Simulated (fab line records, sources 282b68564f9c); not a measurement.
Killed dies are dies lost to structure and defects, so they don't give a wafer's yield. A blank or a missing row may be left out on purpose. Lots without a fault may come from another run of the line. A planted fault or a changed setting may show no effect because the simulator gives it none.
One fault seen from 2 desks | flow rit_cmos | each desk has only its own numbers; what lay behind them comes last

THE TOOL OWNER'S DESK: litho_track-01
The tool's own readings at RIT_PRETRO_COAT_01 (resist thk 1300 nm): means of the sampled wafers that have a number, for each lot that ran on this tool. A lot is out of limits, marked OUT, if its mean lies more than 4 standard deviations from the usual mean; the brackets give that distance.
Columns: A = exhaust_pa at RIT_PRETRO_COAT_01, usual 44.9 Pa; B = spin_speed_rpm at RIT_PRETRO_COAT_01, usual 2000.0 rpm
lot  | first seen here | A    | B
L650 | day 3 04:10     | 45.1 | 1998.8
L661 | day 5 09:55     | 46.2 | 1817.6 (-99 or more) OUT
L664 | day 6 02:36     | 45.3 | 1818.3 (-99 or more) OUT
This desk's finding: out of limits on L661, L664; first on L661, day 5 09:55 (spin_speed_rpm at RIT_PRETRO_COAT_01). In limits: L650.

THE METROLOGY DESK
What the gauges read, lot by lot, whatever tool the lot ran on: means of the sampled wafers that have a number. A lot is out of limits, marked OUT, if its mean lies more than 4 standard deviations from the usual mean; the brackets give that distance.
Columns: A = NRETRO_OVL at RIT_NRETRO_OVL_MEAS_06, usual -0.7 nm; B = NRETRO_TW at RIT_NRETRO_TW_MEAS_10, usual 1062; C = PRETRO_OVL at RIT_PRETRO_OVL_MEAS_06, usual -0.3 nm
lot  | first seen here | A    | B    | C
L648 | day 2 16:59     | -0.8 | 1057 | -1.4
L650 | day 3 03:10     | -1.6 | 1055 | -1.4
L661 | day 5 09:05     | -1.5 | 1049 | -1.8
L664 | day 6 01:47     | 0.7  | 1063 | 1.7
L668 | day 6 22:59     | -1.5 | 1047 | -1.6
L669 | day 7 04:10     | -1.9 | 1074 | 0.0
This desk's finding: nothing out of limits on any of the 6 lots.

PUT TOGETHER
The tool owner's desk could have raised an alarm at day 5 09:55, on L661, L664.
The metrology desk saw nothing out of limits.
The metrology desk has L661, L664 on record, within its limits.
Of the lots named, all ran RIT_PRETRO_COAT_01 on litho_track-01.

WHAT THE SIMULATOR HAD PUT IN
Process parameter drift: litho_track-01, from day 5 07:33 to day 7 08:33, at RIT_PRETRO_COAT_01. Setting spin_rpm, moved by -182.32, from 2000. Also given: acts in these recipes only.
Lots struck among those shown: L661, L664.
Hours from the fault's start to each desk's first reading out of limits: the tool owner's desk, 2.
